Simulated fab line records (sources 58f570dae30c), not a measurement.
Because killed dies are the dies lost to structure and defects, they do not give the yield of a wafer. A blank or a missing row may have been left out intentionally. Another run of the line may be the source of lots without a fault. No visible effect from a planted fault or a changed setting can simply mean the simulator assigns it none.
A single fault, viewed from 2 desks	flow berkeley-cmos170	numbers are kept per desk, each desk with only its own; the story behind them comes last

== METROLOGY DESK ==
What the gauges read, lot by lot, whatever tool the lot ran on: means of the sampled wafers that have a number. Any lot whose mean is over 4 standard deviations away from the usual mean is out of limits and marked OUT; that distance is given in the brackets.
Columns: A = cd-nm at UCB170_GATE_CD_MEAS_90, usual 349.8 nm; B = cd-nm at UCB170_PLDD_CD_MEAS_06, usual 1200.4 nm; C = PLDD_OVL at UCB170_PLDD_OVL_MEAS_07, usual 1 nm
lot	first seen here	A	B	C
L760	day 8 03:39	349.5	1200.0	2
L767	day 9 06:50	350.4	1199.8	-2
L768	day 10 15:54	348.8	1198.5	-1
L769	day 10 21:53	350.4	1203.0	0
L777	day 11 23:19	349.5	1199.6	5
L774	day 12 00:15	350.1	1202.4	1
L778	day 12 08:23	347.8	1199.5	-6
This desk found nothing out of limits on any of the 7 lots.

== THE TOOL OWNER'S DESK: implanter-01 ==
The tool's own readings at UCB170_PLDD_IMPLANT_09: means of the sampled wafers that have a number, for each lot that ran on this tool. Any lot whose mean is over 4 standard deviations away from the usual mean is out of limits and marked OUT; that distance is given in the brackets.
Columns: A = beam-energy-keV at UCB170_PLDD_IMPLANT_09, usual 10.000
lot	first seen here	A
L760	day 8 05:48	9.996
L767	day 9 09:09	9.829 (-55) OUT
L768	day 10 17:38	9.829 (-55) OUT
L769	day 10 23:54	9.827 (-56) OUT
Finding of this desk: L767, L768, L769 out of limits; the first was L767 at day 9 09:09, on beam-energy-keV at UCB170_PLDD_IMPLANT_09. Within limits: L760.

== PUT TOGETHER ==
The tool owner's desk had the chance to raise an alarm at day 9 09:09 on L767, L768, L769.
At the metrology desk, nothing out of limits was observed.
The metrology desk holds a record of L767, L768, L769, inside its limits.
Of the lots named, all ran UCB170_PLDD_IMPLANT_09 on implanter-01.

== WHAT WAS PUT IN BY THE SIMULATOR ==
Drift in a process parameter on implanter-01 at UCB170_PLDD_IMPLANT_09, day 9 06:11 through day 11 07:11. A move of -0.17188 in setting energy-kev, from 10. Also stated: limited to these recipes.
Shown lots that were struck: L767, L768, L769.
Time in hours from fault onset to the first out-of-limits reading at each desk: the tool owner's desk, 3.
